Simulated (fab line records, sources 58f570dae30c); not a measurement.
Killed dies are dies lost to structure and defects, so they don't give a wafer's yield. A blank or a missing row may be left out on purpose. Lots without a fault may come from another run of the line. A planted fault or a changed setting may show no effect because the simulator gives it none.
One fault seen from 2 desks | flow berkeley_cmos170 | each desk has only its own numbers; what lay behind them comes last

THE TOOL OWNER'S DESK: lpcvd-02
The tool's own readings at UCB170_GATE_CVD_04 (deposits poly-Si from SiH4, time 1440 s, target thk 214 nm): means of the sampled wafers that have a number, for each lot that ran on this tool. A lot is out of limits, marked OUT, if its mean lies more than 4 standard deviations from the usual mean; the brackets give that distance.
Columns: A = spike_tc_centre_C at UCB170_GATE_CVD_04, usual 612.7 C; B = spike_tc_load_C at UCB170_GATE_CVD_04, usual 631.4 C; C = susceptor_temp_C at UCB170_GATE_CVD_04, usual 609.97 C
lot  | first seen here | A                | B                | C
L534 | day 5 12:02     | 612.8            | 637.1            | 610.33
L539 | day 6 20:50     | 613.6            | 630.0            | 609.95
L540 | day 6 20:50     | 611.9            | 637.3            | 610.20
L542 | day 6 20:50     | 612.1            | 636.9            | 610.26
L545 | day 8 05:06     | 618.4 (+4.8) OUT | 643.6 (+4.4) OUT | 617.26 (+25) OUT
L546 | day 8 05:06     | 620.6 (+6.6) OUT | 636.6            | 616.61 (+23) OUT
This desk's finding: out of limits on L545, L546; first on L545, day 8 05:06 (spike_tc_centre_C at UCB170_GATE_CVD_04). In limits: L534, L539, L540, L542.

THE METROLOGY DESK
What the gauges read, lot by lot, whatever tool the lot ran on: means of the sampled wafers that have a number. A lot is out of limits, marked OUT, if its mean lies more than 4 standard deviations from the usual mean; the brackets give that distance.
Columns: A = NWELL_TW at UCB170_NWELL_TW_MEAS_16, usual 1251; B = FIELD_OXIDE_LEFT_2_THK at UCB170_FIELD_THK_MEAS_91, usual 350 nm; C = GATE_POLY_THK at UCB170_GATE_THK_MEAS_05, usual 213.3 nm; D = PSD_TW at UCB170_PSD_TW_MEAS_10, usual 2329
lot  | first seen here | A    | B   | C               | D
L534 | day 2 03:29     | 1236 | 350 | 212.6           | 2358
L535 | day 2 12:04     | 1241 | 325 | 217.0           | 2307
L537 | day 3 01:08     | 1257 | 364 | 215.1           | 2319
L539 | day 3 11:48     | 1261 | 325 | 211.6           | 2339
L540 | day 3 16:06     | 1261 | 343 | 213.9           | 2286
L542 | day 3 19:53     | 1242 | 351 | 211.2           | 2282
L543 | day 4 01:11     | 1242 | 339 | 214.6           | 2337
L545 | day 4 13:28     | 1243 | 352 | 251.7 (+19) OUT | 2338
L546 | day 4 18:07     | 1246 | 350 | 249.8 (+18) OUT | 2312
L547 | day 5 03:01     | 1261 | 361 | 213.1           | 2326
L550 | day 5 13:05     | 1260 | 345 | 212.7           | 2334
L552 | day 6 00:17     | 1264 | 352 | 214.2           | 2338
L553 | day 6 04:23     | 1233 | 362 | 215.2           | 2360
L555 | day 6 12:40     | 1246 | 354 | 213.8           | 2362
This desk's finding: out of limits on L545, L546; first on L546, day 8 06:30 (GATE_POLY_THK at UCB170_GATE_THK_MEAS_05). In limits: L534, L535, L537, L539, L540, L542, L543, L547, L550, L552, L553, L555.

PUT TOGETHER
The tool owner's desk could have raised an alarm at day 8 05:06, on L545, L546.
The metrology desk could have raised an alarm at day 8 06:30, on L545, L546.
Of the lots named, all ran UCB170_GATE_CVD_04 on lpcvd-02.

WHAT THE SIMULATOR HAD PUT IN
Process parameter drift: lpcvd-02, from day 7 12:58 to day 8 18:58, at UCB170_GATE_CVD_04. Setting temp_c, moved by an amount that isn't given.
Lots struck among those shown: L545, L546.
Hours from the fault's start to each desk's first reading out of limits: the tool owner's desk, 16; the metrology desk, 18.
